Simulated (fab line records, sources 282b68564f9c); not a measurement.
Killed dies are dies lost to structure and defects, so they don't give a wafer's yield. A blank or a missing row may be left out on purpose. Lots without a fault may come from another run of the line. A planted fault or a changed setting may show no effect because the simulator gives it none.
Which tool did it? | flow rit_cmos | 16 lots, 48 wafers sampled, at 2 steps of a route of 202

WHAT THE GAUGES READ, wafer by wafer
RIT_NLDD_OVL_MEAS_06.
lot  | measured    | on         | NLDD_OVL (nm)
L347 | day 2 19:47 | overlay-01 | -4.0 -3.2 -1.9
L349 | day 3 03:01 | overlay-01 | 0.5 -0.9 -0.9
L350 | day 3 09:54 | overlay-01 | -2.3 -1.8 -2.5
L351 | day 3 13:14 | overlay-01 | -3.1 -4.0 -2.8
L352 | day 3 19:04 | overlay-01 | -0.5 -0.9 1.2
L353 | day 4 01:33 | overlay-01 | -0.3 -1.8 -0.7
L354 | day 4 06:46 | overlay-01 | 1.6 1.4 1.1
L355 | day 4 14:14 | overlay-02 | -300.1 -302.7 -301.6
L356 | day 4 16:22 | overlay-02 | -301.5 -299.9 -302.7
L357 | day 4 20:50 | overlay-02 | -301.6 -301.9 -302.0
L358 | day 5 02:01 | overlay-01 | -301.1 -301.6 -299.9
L359 | day 5 06:51 | overlay-01 | 0.7 0.6 0.3
L360 | day 5 11:51 | overlay-01 | 0.7 1.6 1.4
L364 | day 6 07:16 | overlay-02 | 0.4 0.7 0.7
L368 | day 7 02:41 | overlay-01 | 0.8 0.6 1.0
L370 | day 7 18:39 | overlay-02 | -0.8 -1.5 -0.3

WHICH TOOL RAN EACH LOT (tool, then ch and the chambers of the sampled wafers, then the start)
lot  | RIT_NLDD_EXPOSE_03
L347 | iline_stepper-02 ch 0, day 2 19:24
L349 | iline_stepper-01 ch 0, day 3 02:37
L350 | iline_stepper-01 ch 0, day 3 09:30
L351 | iline_stepper-02 ch 0, day 3 12:50
L352 | iline_stepper-01 ch 0, day 3 18:40
L353 | iline_stepper-01 ch 0, day 4 00:56
L354 | iline_stepper-02 ch 0, day 4 06:23
L355 | iline_stepper-01 ch 0, day 4 13:52
L356 | iline_stepper-01 ch 0, day 4 15:59
L357 | iline_stepper-01 ch 0, day 4 20:26
L358 | iline_stepper-01 ch 0, day 5 01:37
L359 | iline_stepper-02 ch 0, day 5 06:27
L360 | iline_stepper-02 ch 0, day 5 11:27
L364 | iline_stepper-02 ch 0, day 6 06:52
L368 | iline_stepper-02 ch 0, day 7 02:19
L370 | iline_stepper-02 ch 0, day 7 18:16
- RIT_NLDD_EXPOSE_03: exposes mask M7, target cd 40700 nm.

WHAT THE TOOLS THEMSELVES READ (means of the sampled wafers that have a number; where no wafer has one, the mark that the record gives instead)
RIT_NLDD_EXPOSE_03.
lot  | tool             | reticle_temp_C (C) | stage_vel_mm_s (mm/s)
L347 | iline_stepper-02 | 23.01              | 499.99
L349 | iline_stepper-01 | 23.09              | 500.03
L350 | iline_stepper-01 | 22.99              | 500.00
L351 | iline_stepper-02 | 22.88              | 500.32
L352 | iline_stepper-01 | 23.03              | 500.25
L353 | iline_stepper-01 | 23.09              | 499.94
L354 | iline_stepper-02 | 22.83              | 500.24
L355 | iline_stepper-01 | 23.06              | 499.87
L356 | iline_stepper-01 | 23.14              | 499.86
L357 | iline_stepper-01 | 23.00              | 499.97
L358 | iline_stepper-01 | 22.93              | 500.13
L359 | iline_stepper-02 | 23.05              | 499.91
L360 | iline_stepper-02 | 22.89              | 500.17
L364 | iline_stepper-02 | 22.99              | 500.04
L368 | iline_stepper-02 | 22.95              | 500.15
L370 | iline_stepper-02 | 23.06              | 499.89

THE ANSWER, worked out from the rows above alone
Rule: what is usual is taken from the lots themselves. Put in order of their means at a reading, lots are off if they are a third of the lots or fewer, leave a main group of 4 or more, and stand apart from it by a gap of 3 or more times the standard deviation of the main group's means; of several such gaps the widest counts. A main group whose means are all the same, to the digits that the tables above print for the reading, isn't used. A lot without any number at a reading at which 4 lots or more have one is off too. The other lots that the step has rows for count as sound. The gauges are gone through in route order, then the tools' own readings, and for those a lot's mean is taken as printed above. The first step at which some lot is off is used, and at that step the reading that is off furthest; a lot without a number counts as furthest.
Off: L355, L356, L357, L358, at RIT_NLDD_OVL_MEAS_06 (NLDD_OVL). The main group: mean -0.5 nm, standard deviation 1.5.
A tool fits if, at a process step before that reading, it ran every lot that is off, and no sound lot after the first of them. The gauges at RIT_NLDD_OVL_MEAS_06 are tried like those tools. One fits: iline_stepper-01 at RIT_NLDD_EXPOSE_03. Its last sound lot is L353 (day 4 00:56), its first lot that is off L355 (day 4 13:52): a fault that began between those two fits.

WHAT THE SIMULATOR HAD PUT IN
Scanner matching overlay: iline_stepper-01, from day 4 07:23 on, at RIT_NLDD_EXPOSE_03. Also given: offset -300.
Lots struck among those shown: L355, L356, L357, L358. The rule above found the same.
